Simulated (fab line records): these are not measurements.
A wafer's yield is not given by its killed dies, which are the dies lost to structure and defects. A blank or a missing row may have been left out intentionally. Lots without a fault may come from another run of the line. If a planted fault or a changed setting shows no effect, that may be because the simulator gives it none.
One fault seen from 2 desks || flow berkeley_cmos170 || each desk has only its own numbers; what lay behind them comes last

AT THE TOOL OWNER'S DESK: pvd_sputter-03
The tool's own readings at UCB170_M1_SPUTTER_00 (material Al, target thk 600 nm, time 80 s): means of the sampled wafers that have a number, for each lot that ran on this tool. If a lot's mean is further than 4 standard deviations from the usual mean, the lot is out of limits and carries the mark OUT (the distance appears in the brackets).
Columns: A = throttle_valve_pct at UCB170_M1_SPUTTER_00, usual 29.7 %
{"lot": "L987", "first seen here": "day 6 23:02", "A": 29.2}
{"lot": "L990", "first seen here": "day 8 02:38", "A": 29.3}
{"lot": "L994", "first seen here": "day 8 12:36", "A": 28.4}
{"lot": "L109", "first seen here": "day 12 01:52", "A": 29.1}
This desk found nothing out of limits on any of the 4 lots.

AT THE METROLOGY DESK
What the gauges read, lot by lot, whatever tool the lot ran on: means of the sampled wafers that have a number. If a lot's mean is further than 4 standard deviations from the usual mean, the lot is out of limits and carries the mark OUT (the distance appears in the brackets).
Columns: A = M1_AL_RS at UCB170_M1_RS_MEAS_01, usual 0.0488 ohm/sq; B = M1_AL_THK at UCB170_M1_THK_MEAS_02, usual 605 nm
{"lot": "L987", "first seen here": "day 6 23:05", "A": 0.0488, "B": 605}
{"lot": "L988", "first seen here": "day 7 23:27", "A": 0.0483, "B": 612}
{"lot": "L990", "first seen here": "day 8 02:41", "A": 0.0477, "B": 619}
{"lot": "L994", "first seen here": "day 8 12:40", "A": 0.0498, "B": 596}
{"lot": "L993", "first seen here": "day 8 13:43", "A": 0.0477, "B": 614}
{"lot": "L998", "first seen here": "day 10 03:41", "A": 0.0489, "B": 607}
{"lot": "L102", "first seen here": "day 10 08:14", "A": 0.0499, "B": 598}
{"lot": "L104", "first seen here": "day 10 18:57", "A": 0.0485, "B": 612}
{"lot": "L101", "first seen here": "day 10 19:11", "A": 0.0497, "B": 590}
{"lot": "L106", "first seen here": "day 11 07:34", "A": 0.0487, "B": 601}
{"lot": "L110", "first seen here": "day 12 01:25", "A": 0.0490, "B": 603}
{"lot": "L109", "first seen here": "day 12 01:58", "A": 0.0490, "B": 603}
{"lot": "L108", "first seen here": "day 12 03:55", "A": 0.0484, "B": 606}
This desk found nothing out of limits on any of the 13 lots.

PUT TOGETHER
The tool owner's desk saw nothing out of limits.
From the metrology desk's view, nothing was out of limits.

WHAT THE SIMULATOR PUT IN
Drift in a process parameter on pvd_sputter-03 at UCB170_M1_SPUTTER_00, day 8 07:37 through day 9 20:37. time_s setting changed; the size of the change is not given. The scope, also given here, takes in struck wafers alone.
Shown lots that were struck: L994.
